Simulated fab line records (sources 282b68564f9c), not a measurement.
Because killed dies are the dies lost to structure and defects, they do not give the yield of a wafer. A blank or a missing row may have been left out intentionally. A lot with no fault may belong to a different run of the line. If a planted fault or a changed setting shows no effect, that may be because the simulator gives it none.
2 desks looking at one fault / flow rit-cmos / every desk sees just its own numbers, and what lay behind them comes last

THE TOOL OWNER'S DESK: pvd-sputter-04
The tool's own readings at RIT_SILICIDE_SPUTTER_01 (material Ti, target thk 30 nm, time 240 s): means of the sampled wafers that have a number, for each lot that ran on this tool. A lot is out of limits, marked OUT, if its mean lies more than 4 standard deviations from the usual mean; the brackets give that distance.
Columns: A = throttle-valve-pct at RIT_SILICIDE_SPUTTER_01, usual 29.9 %
lot=L851; first seen here=day 3 12:56; A=28.7
lot=L853; first seen here=day 3 19:07; A=29.7
lot=L855; first seen here=day 4 06:30; A=29.4
lot=L860; first seen here=day 5 10:01; A=28.7
lot=L862; first seen here=day 5 13:26; A=29.9
This desk's finding: nothing out of limits on any of the 5 lots.

THE METROLOGY DESK
Means of the sampled wafers that have a number, per lot and without regard to the tool the lot ran on: this is what the gauges read. A lot is out of limits, marked OUT, if its mean lies more than 4 standard deviations from the usual mean; the brackets give that distance.
Columns: A = PRETRO_OVL at RIT_PRETRO_OVL_MEAS_06, usual 0.0 nm; B = NSD_OVL at RIT_NSD_OVL_MEAS_06, usual -0.5 nm; C = SILICIDE_TI_RS at RIT_SILICIDE_RS_MEAS_02, usual 47.7 ohm/sq; D = SILICIDE_TI_THK at RIT_SILICIDE_THK_MEAS_03, usual 30.0 nm; E = CONTACT_OVL at RIT_CONTACT_OVL_MEAS_09, usual -0.3 nm
lot=L852; first seen here=day 2 13:42; A=0.1; B=-1.3; C=47.7; D=30.1; E=-0.6
lot=L851; first seen here=day 2 14:25; A=1.4; B=-0.8; C=48.2; D=29.6; E=-1.7
lot=L853; first seen here=day 2 19:17; A=-0.5; B=-0.3; C=48.3; D=29.7; E=-0.5
lot=L855; first seen here=day 3 05:59; A=-1.3; B=-0.3; C=47.6; D=30.3; E=-0.5
lot=L856; first seen here=day 3 09:49; A=-1.3; B=-1.0; C=48.5; D=29.5; E=0.3
lot=L860; first seen here=day 4 11:02; A=0.3; B=-1.8; C=41.1 (-9.8) OUT; D=33.9 (+11) OUT; E=0.1
lot=L862; first seen here=day 4 16:22; A=0.2; B=-2.5; C=40.6 (-11) OUT; D=34.2 (+12) OUT; E=-0.5
lot=L863; first seen here=day 4 23:34; A=-0.6; B=0.7; C=47.3; D=30.2; E=0.5
lot=L865; first seen here=day 5 14:57; A=-0.7; B=0.1; C=47.0; D=30.3; E=-0.5
lot=L867; first seen here=day 5 19:59; A=-0.5; B=0.5; C=48.2; D=29.7; E=-0.7
lot=L869; first seen here=day 6 07:00; A=0.3; B=-2.1; C=47.7; D=30.1; E=-1.5
lot=L871; first seen here=day 6 16:24; A=-1.0; B=0.8; C=47.2; D=30.0; E=0.1
lot=L873; first seen here=day 6 22:24; A=0.2; B=-1.0; C=48.5; D=29.7; E=0.2
This desk reports L860, L862 out of limits; the earliest was L860 at day 5 10:14 (SILICIDE_TI_RS at RIT_SILICIDE_RS_MEAS_02). L852, L851, L853, L855, L856, L863, L865, L867, L869, L871, L873 stayed within limits.

PUT TOGETHER
At day 5 10:14 the metrology desk could have sounded an alarm, on L860, L862.
Nothing out of limits was seen by the tool owner's desk.
On record at the tool owner's desk: L860, L862, within its limits.
The lots listed all ran RIT_SILICIDE_SPUTTER_01 on pvd-sputter-04.

WHAT WAS PUT IN BY THE SIMULATOR
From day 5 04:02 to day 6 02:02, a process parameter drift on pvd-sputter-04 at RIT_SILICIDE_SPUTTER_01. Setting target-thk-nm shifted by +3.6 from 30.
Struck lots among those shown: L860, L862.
Per desk, hours elapsed from the start of the fault to the first reading out of limits: for the metrology desk, 6.
